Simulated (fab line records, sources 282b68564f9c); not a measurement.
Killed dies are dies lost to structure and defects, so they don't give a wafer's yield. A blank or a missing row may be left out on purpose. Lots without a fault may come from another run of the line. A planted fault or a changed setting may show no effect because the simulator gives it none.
Which tool did it? | flow rit_cmos | 13 lots, 39 wafers sampled, at 1 step of a route of 202

WHAT THE GAUGES READ, wafer by wafer
The record holds no reading of a measuring or inspecting step that can be judged against a usual standard deviation.

WHICH TOOL RAN EACH LOT (tool, then ch and the chambers of the sampled wafers, then the start)
lot  | RIT_NWELL_STRIP_09
L572 | plasma_asher-04 ch 0,1, day 2 03:40
L571 | plasma_asher-04 ch 1, day 2 04:24
L573 | plasma_asher-04 ch 0,1, day 2 07:33
L574 | plasma_asher-04 ch 0,1, day 2 18:41
L584 | plasma_asher-04 ch 0,1, day 4 20:32
L585 | plasma_asher-04 ch 0,1, day 5 00:27
L586 | plasma_asher-01 ch 0,1, day 5 01:34
L588 | plasma_asher-04 ch 0,1, day 5 19:07
L589 | plasma_asher-04 ch 0,1, day 5 19:17
L590 | plasma_asher-04 ch 0,1, day 5 22:56
L591 | plasma_asher-02 ch 0,1, day 6 06:19
L592 | plasma_asher-01 ch 0,1, day 6 11:49
L593 | plasma_asher-02 ch 0,1, day 6 12:04
- RIT_NWELL_STRIP_09: strips in O2, time 180 s.

WHAT THE TOOLS THEMSELVES READ (means of the sampled wafers that have a number; where no wafer has one, the mark that the record gives instead)
RIT_NWELL_STRIP_09.
lot  | tool            | chamber_pressure_mTorr (mTorr) | drypump_motor_current_A (A) | o2_flow_sccm (sccm) | run_length_s (s)
L572 | plasma_asher-04 | 3997                           | 6.0                         | 4001                | 208.5
L571 | plasma_asher-04 | 3999                           | 5.5                         | 3994                | 208.6
L573 | plasma_asher-04 | 4000                           | 5.7                         | 3999                | 208.5
L574 | plasma_asher-04 | 4001                           | 6.0                         | 3990                | 72.4
L584 | plasma_asher-04 | 4002                           | 5.9                         | 4001                | 208.2
L585 | plasma_asher-04 | 4001                           | 5.7                         | 4002                | 208.4
L586 | plasma_asher-01 | 4000                           | 5.8                         | 4012                | 208.3
L588 | plasma_asher-04 | 4001                           | 5.7                         | 4005                | 208.6
L589 | plasma_asher-04 | 4000                           | 6.0                         | 3994                | 208.2
L590 | plasma_asher-04 | 3999                           | 5.7                         | 3994                | 208.3
L591 | plasma_asher-02 | 3999                           | 5.6                         | 3990                | 208.5
L592 | plasma_asher-01 | 3995                           | 5.8                         | 3999                | 208.4
L593 | plasma_asher-02 | 3999                           | 5.8                         | 4007                | 208.0

THE ANSWER, worked out from the rows above alone
Rule: what is usual is taken from the lots themselves. Put in order of their means at a reading, lots are off if they are a third of the lots or fewer, leave a main group of 4 or more, and stand apart from it by a gap of 3 or more times the standard deviation of the main group's means; of several such gaps the widest counts. A main group whose means are all the same, to the digits that the tables above print for the reading, isn't used. A lot without any number at a reading at which 4 lots or more have one is off too. The other lots that the step has rows for count as sound. The gauges are gone through in route order, then the tools' own readings, and for those a lot's mean is taken as printed above. The first step at which some lot is off is used, and at that step the reading that is off furthest; a lot without a number counts as furthest.
Off: L574, at RIT_NWELL_STRIP_09 (run_length_s). The main group: mean 208.4 s, standard deviation 0.17.
A tool fits if, at that step or a process step before it, it ran every lot that is off, and no sound lot after the first of them. None of those tried fits.

WHAT THE SIMULATOR HAD PUT IN
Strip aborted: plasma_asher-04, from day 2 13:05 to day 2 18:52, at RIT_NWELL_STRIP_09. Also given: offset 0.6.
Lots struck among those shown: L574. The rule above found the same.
